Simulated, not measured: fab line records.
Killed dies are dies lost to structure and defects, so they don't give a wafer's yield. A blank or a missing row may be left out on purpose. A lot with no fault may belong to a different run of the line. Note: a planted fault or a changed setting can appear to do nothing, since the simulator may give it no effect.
One fault seen from 2 desks / flow berkeleyCmos170 / what lay behind the numbers comes last; until then each desk has only its own

AT THE METROLOGY DESK
Means of the sampled wafers that have a number, per lot and without regard to the tool the lot ran on: this is what the gauges read. Marked OUT: a lot whose mean sits more than 4 standard deviations from the usual mean, which makes it out of limits; the brackets give that distance.
Columns: A = cdNm at UCB170_PSD_CD_MEAS_06, usual 1199.9 nm
lot=L131; first seen here=day 7 14:23; A=1199.7
lot=L130; first seen here=day 7 14:38; A=1199.8
lot=L132; first seen here=day 7 20:12; A=1199.7
lot=L136; first seen here=day 8 18:09; A=1182.2 (-14) OUT
lot=L137; first seen here=day 8 18:25; A=1201.4
lot=L142; first seen here=day 9 18:08; A=1185.4 (-11) OUT
lot=L143; first seen here=day 9 18:22; A=1198.0
lot=L146; first seen here=day 10 20:58; A=1201.9
lot=L147; first seen here=day 10 21:08; A=1200.6
lot=L149; first seen here=day 10 21:39; A=1198.9
lot=L150; first seen here=day 11 19:31; A=1200.6
lot=L151; first seen here=day 11 19:40; A=1199.0
lot=L152; first seen here=day 11 19:47; A=1199.8
This desk's finding: out of limits on L136, L142; first on L136, day 8 18:09 (cdNm at UCB170_PSD_CD_MEAS_06). In limits: L131, L130, L132, L137, L143, L146, L147, L149, L150, L151, L152.

AT THE TOOL OWNER'S DESK: krfScanner-02
The tool's own readings at UCB170_PSD_EXPOSE_03 (exposes mask PSELECT MOD, target cd 1200 nm): means of the sampled wafers that have a number, for each lot that ran on this tool. Marked OUT: a lot whose mean sits more than 4 standard deviations from the usual mean, which makes it out of limits; the brackets give that distance.
Columns: A = exposureDoseMJCm2 at UCB170_PSD_EXPOSE_03, usual 30.002
lot=L131; first seen here=day 7 13:55; A=30.002
lot=L136; first seen here=day 8 17:46; A=26.967 (-99 or more) OUT
lot=L142; first seen here=day 9 17:45; A=27.621 (-82) OUT
This desk's finding: out of limits on L136, L142; first on L136, day 8 17:46 (exposureDoseMJCm2 at UCB170_PSD_EXPOSE_03). In limits: L131.

ALL TOGETHER
An alarm could have come from the tool owner's desk at day 8 17:46, on L136, L142.
An alarm was possible from the metrology desk at day 8 18:09, on L136, L142.
UCB170_PSD_EXPOSE_03 was run on krfScanner-02 by each of the lots named.

WHAT THE SIMULATOR PUT IN
Process parameters drifting: krfScanner-02 at UCB170_PSD_EXPOSE_03, beginning at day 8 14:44. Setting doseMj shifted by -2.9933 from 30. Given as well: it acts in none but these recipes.
Lots struck among those shown: L136, L142.
Fault start to first reading out of limits, in hours, per desk: tool owner, 3; metrology, 3.
